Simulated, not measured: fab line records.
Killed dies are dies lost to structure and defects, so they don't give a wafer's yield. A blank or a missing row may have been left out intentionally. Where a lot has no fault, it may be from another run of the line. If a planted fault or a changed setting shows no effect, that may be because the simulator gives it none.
Split-lot trial -- flow berkeley cmos170 -- on a route of 331 steps: 5 lots, 23 wafers read

== ABOUT THE SPLIT ==
At UCB170_PSD_PEB_04, the setting peb temp c was moved away from the recipe's 130 C on 9 of the 23 wafers read, by -2.8% to +2.4%. All remaining wafers had this setting at the recipe value.

== SPLIT TO READING: what lies between them in the file, 1 step ==
- UCB170_PSD_DEVELOP_05: develop time 45 s

== THE READING ==
cd nm at UCB170_PSD_CD_MEAS_06, given in nm (cd target 1200 nm). A value of 1199.7 nm with a standard deviation of 1.5 nm is what fault-free wafers of this fab line usually give.

wafer,"tool, chamber at the split","peb temp c as run, C",against the recipe,"cd nm, nm",against lot-mates on the recipe
L074.2,"litho track-04, 0",130,recipe,1198.2,-
L074.3,"litho track-04, 0",132.1,+1.6%,1213.7,+14.4
L074.4,"litho track-04, 0",130,recipe,1198.8,-
L074.5,"litho track-04, 0",130,recipe,1200.8,-
L074.6,"litho track-04, 0",132.1,+1.6%,1213.1,+13.8
L078.2,"litho track-03, 0",130,recipe,1199.7,-
L078.3,"litho track-03, 0",130,recipe,1199.8,-
L078.4,"litho track-03, 0",130,recipe,1200.1,-
L075.1,"litho track-03, 0",132.8,+2.2%,1217.1,+16.5
L075.2,"litho track-03, 0",130,recipe,1200.9,-
L075.3,"litho track-03, 0",130,recipe,1200.2,-
L075.4,"litho track-03, 0",132.8,+2.2%,1218.0,+17.4
L075.5,"litho track-03, 0",132.8,+2.2%,1217.7,+17.1
L076.2,"litho track-01, 0",130,recipe,1199.3,-
L076.3,"litho track-01, 0",126.3,-2.8%,1170.8,-28.6
L076.4,"litho track-01, 0",130,recipe,1198.8,-
L076.5,"litho track-01, 0",130,recipe,1200.0,-
L076.6,"litho track-01, 0",126.3,-2.8%,1170.9,-28.5
L085.1,"litho track-01, 0",133.1,+2.4%,1217.9,+18.6
L085.3,"litho track-01, 0",130,recipe,1199.3,-
L085.4,"litho track-01, 0",130,recipe,1199.1,-
L085.5,"litho track-01, 0",133.1,+2.4%,1217.1,+17.8
L085.6,"litho track-01, 0",130,recipe,1199.4,-

THE FIT
A straight line over all 23 wafers: cd nm changes by +8.93 nm for each +1% of peb temp c; r = +0.99; the points scatter about the line by 1.5 nm.
The same after taking each lot's own level away (the mean of its wafers on the recipe; 23 wafers): +8.82 nm for each +1%; r = +0.99; scatter 1.4 nm.
According to that fit, moving peb temp c by its largest amount changes the reading by 25 nm.
The span of the lots' own levels, 1199.27 to 1200.55 nm, comes to 0.9 times the standard deviation stated above.
The two slopes are in agreement: the lot-to-lot level therefore moves the slope only a little.
Check: with one of the wafers moved furthest among these (-2.8%) left out of the fit, the line predicts -24.9 nm for it against its lot-mates. It came out at -28.6 nm against them.

== OTHER SPLITS ON THESE WAFERS ==
Note: prior to the reading, these wafers also went through further splits. Each is held against what the fit with the lots' levels taken away leaves over:
other split on the same wafers,wafers away from the commonest value,r with cd nm (lot level and that fit taken away)
UCB170_PWELL_CVD_05 sih2cl2 flow sccm,18,-0.14
UCB170_PWELL_COAT_08 spin rpm,8,-0.50
UCB170_PWELL_IMPLANT_15 dose cm2,9,+0.00
UCB170_WELLDRIVE_OXIDATION_01 ox time s,10,+0.26
UCB170_SACOX_OXIDATION_01 ox time s,5,-0.30
UCB170_PVT_IMPLANT_07 energy kev,11,-0.14
UCB170_GATE_COAT_07 spin rpm,12,+0.00
UCB170_NLDD_EXPOSE_03 dose mj,7,+0.29
UCB170_NLDD_DEVELOP_05 develop time s,6,-0.27

== THE FILE'S OWN FIT ==
cd nm changes by +8.76 nm for each +1% of peb temp c, r = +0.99.
